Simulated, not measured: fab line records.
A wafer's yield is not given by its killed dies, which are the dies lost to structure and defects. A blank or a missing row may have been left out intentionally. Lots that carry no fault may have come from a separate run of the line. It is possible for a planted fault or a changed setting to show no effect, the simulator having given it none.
Which of the tools did it? || flow rit_cmos || 14 lots, 42 wafers sampled, at 1 step of a route of 202

WHAT THE GAUGES SHOWED, per wafer
No reading from a measuring or inspecting step in the record can be judged against a usual standard deviation.

TOOL THAT RAN EACH LOT (tool first, then ch and the chambers of the sampled wafers, then the start)
{"lot": "L234", "RIT_SPACER_ETCHBACK_05": "rie_diel-01 ch 0,1,2, day 3 09:23"}
{"lot": "L235", "RIT_SPACER_ETCHBACK_05": "rie_diel-01 ch 0,1,3, day 3 22:23"}
{"lot": "L236", "RIT_SPACER_ETCHBACK_05": "rie_diel-01 ch 0,2,3, day 4 10:59"}
{"lot": "L237", "RIT_SPACER_ETCHBACK_05": "rie_diel-04 ch 0,1, day 4 14:54"}
{"lot": "L238", "RIT_SPACER_ETCHBACK_05": "rie_diel-03 ch 1,2,3, day 4 17:30"}
{"lot": "L239", "RIT_SPACER_ETCHBACK_05": "rie_diel-01 ch 2,3, day 4 23:14"}
{"lot": "L240", "RIT_SPACER_ETCHBACK_05": "rie_diel-03 ch 1,2, day 4 23:25"}
{"lot": "L242", "RIT_SPACER_ETCHBACK_05": "rie_diel-04 ch 0,1,2, day 5 18:01"}
{"lot": "L244", "RIT_SPACER_ETCHBACK_05": "rie_diel-03 ch 0,1, day 5 22:35"}
{"lot": "L243", "RIT_SPACER_ETCHBACK_05": "rie_diel-03 ch 0,1, day 6 02:19"}
{"lot": "L247", "RIT_SPACER_ETCHBACK_05": "rie_diel-04 ch 0,1,3, day 6 08:07"}
{"lot": "L250", "RIT_SPACER_ETCHBACK_05": "rie_diel-01 ch 0,2, day 6 21:24"}
{"lot": "L253", "RIT_SPACER_ETCHBACK_05": "rie_diel-04 ch 0,3, day 7 01:18"}
{"lot": "L256", "RIT_SPACER_ETCHBACK_05": "rie_diel-04 ch 0,1,2, day 7 16:17"}
- RIT_SPACER_ETCHBACK_05: etches Si3N4 in SF6/CHF3, stops on SiO2, target depth 250 nm, time 240 s.

WHAT THE TOOLS THEMSELVES READ (means of the sampled wafers that have a number; where no wafer has one, the mark that the record gives instead)
RIT_SPACER_ETCHBACK_05. Usual: drypump_motor_current_A 5.6 A, standard deviation 0.5; oes_product_au 0.835 a.u., standard deviation 0.012; run_length_s 268.3 s, standard deviation 0.38; throttle_valve_pct 10.34 %, standard deviation 0.15.
{"lot": "L234", "tool": "rie_diel-01", "drypump_motor_current_A (A)": 5.7, "oes_product_au (a.u.)": 0.830, "run_length_s (s)": 268.4, "throttle_valve_pct (%)": 10.24, "flag": ""}
{"lot": "L235", "tool": "rie_diel-01", "drypump_motor_current_A (A)": 5.5, "oes_product_au (a.u.)": 0.837, "run_length_s (s)": 268.2, "throttle_valve_pct (%)": 10.18, "flag": ""}
{"lot": "L236", "tool": "rie_diel-01", "drypump_motor_current_A (A)": 6.0, "oes_product_au (a.u.)": 0.840, "run_length_s (s)": 268.0, "throttle_valve_pct (%)": 10.22, "flag": ""}
{"lot": "L237", "tool": "rie_diel-04", "drypump_motor_current_A (A)": 6.1, "oes_product_au (a.u.)": 0.846, "run_length_s (s)": 268.1, "throttle_valve_pct (%)": 10.50, "flag": ""}
{"lot": "L238", "tool": "rie_diel-03", "drypump_motor_current_A (A)": 5.3, "oes_product_au (a.u.)": 0.822, "run_length_s (s)": 268.3, "throttle_valve_pct (%)": 10.38, "flag": ""}
{"lot": "L239", "tool": "rie_diel-01", "drypump_motor_current_A (A)": 6.1, "oes_product_au (a.u.)": 0.841, "run_length_s (s)": 268.0, "throttle_valve_pct (%)": 10.26, "flag": ""}
{"lot": "L240", "tool": "rie_diel-03", "drypump_motor_current_A (A)": 5.6, "oes_product_au (a.u.)": 0.832, "run_length_s (s)": 268.4, "throttle_valve_pct (%)": 10.49, "flag": ""}
{"lot": "L242", "tool": "rie_diel-04", "drypump_motor_current_A (A)": 6.0, "oes_product_au (a.u.)": 0.844, "run_length_s (s)": 267.9, "throttle_valve_pct (%)": 10.43, "flag": ""}
{"lot": "L244", "tool": "rie_diel-03", "drypump_motor_current_A (A)": 5.4, "oes_product_au (a.u.)": 0.981, "run_length_s (s)": 240.1, "throttle_valve_pct (%)": 10.49, "flag": "OFF"}
{"lot": "L243", "tool": "rie_diel-03", "drypump_motor_current_A (A)": 5.3, "oes_product_au (a.u.)": 0.977, "run_length_s (s)": 239.8, "throttle_valve_pct (%)": 10.42, "flag": "OFF"}
{"lot": "L247", "tool": "rie_diel-04", "drypump_motor_current_A (A)": 5.9, "oes_product_au (a.u.)": 0.832, "run_length_s (s)": 268.1, "throttle_valve_pct (%)": 10.42, "flag": ""}
{"lot": "L250", "tool": "rie_diel-01", "drypump_motor_current_A (A)": 6.2, "oes_product_au (a.u.)": 0.836, "run_length_s (s)": 268.5, "throttle_valve_pct (%)": 10.26, "flag": ""}
{"lot": "L253", "tool": "rie_diel-04", "drypump_motor_current_A (A)": 6.1, "oes_product_au (a.u.)": 0.848, "run_length_s (s)": 268.1, "throttle_valve_pct (%)": 10.53, "flag": ""}
{"lot": "L256", "tool": "rie_diel-04", "drypump_motor_current_A (A)": 6.0, "oes_product_au (a.u.)": 0.841, "run_length_s (s)": 268.2, "throttle_valve_pct (%)": 10.43, "flag": ""}

THE ANSWER, worked out from the rows above alone
Rule: a lot is off if the mean of its wafers that have a number lies more than 3 standard deviations from the usual mean. A lot without any number at a reading at which 4 lots or more have one is off too. Where the step has rows for the other lots, those lots are counted as sound. First the gauges in route order, then the tools' own readings, where a lot's mean is used as printed above. At the first step where some lot is off, the reading lying furthest off is the one used; lots without a number count as furthest.
Off at RIT_SPACER_ETCHBACK_05 (run_length_s): L244, L243.
If a tool, at that step or one of the process steps before it, ran each lot that is off and ran no sound lot following the first of them, it fits. One fits: rie_diel-03 at RIT_SPACER_ETCHBACK_05. A fault onset in the window from L240 (day 4 23:25, its last sound lot) to L244 (day 5 22:35, its first lot off) fits.
The tool's own readings at RIT_SPACER_ETCHBACK_05 bear it out: on the lots that are off they differ by more than 5 times the standard deviation of the sound lots' means. oes_product_au reads 0.979 a.u. there against 0.837 a.u. on the sound lots; run_length_s reads 239.9 s there against 268.2 s on the sound lots.

WHAT THE SIMULATOR HAD INSERTED
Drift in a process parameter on rie_diel-03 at RIT_SPACER_ETCHBACK_05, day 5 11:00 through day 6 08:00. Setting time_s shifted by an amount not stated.
Lots struck among those shown: L244, L243. The same result came from the rule above.
